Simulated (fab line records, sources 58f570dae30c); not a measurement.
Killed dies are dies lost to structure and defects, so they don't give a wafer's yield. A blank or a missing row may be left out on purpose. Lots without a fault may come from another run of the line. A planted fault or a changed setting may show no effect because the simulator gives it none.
Which tool did it? | flow berkeley_cmos170 | 7 lots, 21 wafers sampled, at 4 steps of a route of 331

WHAT THE GAUGES READ, wafer by wafer
UCB170_GATE_THK_MEAS_05.
lot  | measured     | on            | GATE_POLY_THK (nm)
L648 | day 7 19:02  | film_metro-01 | 216.2 215.4 215.1
L649 | day 8 03:44  | film_metro-01 | 213.5 214.5 215.8
L650 | day 8 03:45  | film_metro-03 | 211.6 213.1 210.6
L654 | day 9 07:20  | film_metro-01 | 214.0 216.1 216.3
L655 | day 9 21:19  | film_metro-03 | 212.9 213.7 212.3
L661 | day 10 07:54 | film_metro-04 | 183.2 182.9 184.0
L668 | day 11 17:35 | film_metro-03 | 184.2 184.0 184.6

WHICH TOOL RAN EACH LOT (tool, then ch and the chambers of the sampled wafers, then the start)
lot  | UCB170_ACTIVE_STRIP_16              | UCB170_PFIELD_STRIP_08              | UCB170_GATE_CVD_04
L648 | plasma_asher-04 ch 1, day 5 18:59   | plasma_asher-02 ch 0,1, day 5 21:28 | lpcvd-01 ch 0, day 7 17:38
L649 | plasma_asher-01 ch 0,1, day 6 01:43 | plasma_asher-02 ch 0,1, day 6 04:57 | lpcvd-02 ch 0, day 8 02:19
L650 | plasma_asher-01 ch 0,1, day 6 02:02 | plasma_asher-01 ch 0,1, day 6 05:29 | lpcvd-02 ch 1, day 8 02:19
L654 | plasma_asher-01 ch 0,1, day 6 20:10 | plasma_asher-01 ch 0,1, day 6 23:16 | lpcvd-02 ch 1, day 9 05:55
L655 | plasma_asher-03 ch 0,1, day 7 06:15 | plasma_asher-02 ch 0,1, day 7 10:05 | lpcvd-01 ch 1, day 9 19:51
L661 | plasma_asher-01 ch 0,1, day 7 17:10 | plasma_asher-01 ch 0, day 7 18:52   | lpcvd-01 ch 1, day 10 06:30
L668 | plasma_asher-01 ch 0,1, day 9 07:34 | plasma_asher-03 ch 0,1, day 9 09:19 | lpcvd-01 ch 1, day 11 16:11
- UCB170_ACTIVE_STRIP_16: strips in O2.
- UCB170_PFIELD_STRIP_08: strips in O2.
- UCB170_GATE_CVD_04: deposits poly-Si from SiH4, time 1440 s, target thk 214 nm.

THE ANSWER, worked out from the rows above alone
Rule: what is usual is taken from the lots themselves. Put in order of their means at a reading, lots are off if they are a third of the lots or fewer, leave a main group of 4 or more, and stand apart from it by a gap of 3 or more times the standard deviation of the main group's means; of several such gaps the widest counts. A main group whose means are all the same, to the digits that the tables above print for the reading, isn't used. A lot without any number at a reading at which 4 lots or more have one is off too. The other lots that the step has rows for count as sound.
Off: L661, L668, at UCB170_GATE_THK_MEAS_05 (GATE_POLY_THK). The main group: mean 214.1 nm, standard deviation 1.5.
A tool fits if, at a process step before that reading, it ran every lot that is off, and no sound lot after the first of them. The gauges at UCB170_GATE_THK_MEAS_05 are tried like those tools. Can't be told from this: 2 tools fit, plasma_asher-01 at UCB170_ACTIVE_STRIP_16, lpcvd-01 at UCB170_GATE_CVD_04.

WHAT THE SIMULATOR HAD PUT IN
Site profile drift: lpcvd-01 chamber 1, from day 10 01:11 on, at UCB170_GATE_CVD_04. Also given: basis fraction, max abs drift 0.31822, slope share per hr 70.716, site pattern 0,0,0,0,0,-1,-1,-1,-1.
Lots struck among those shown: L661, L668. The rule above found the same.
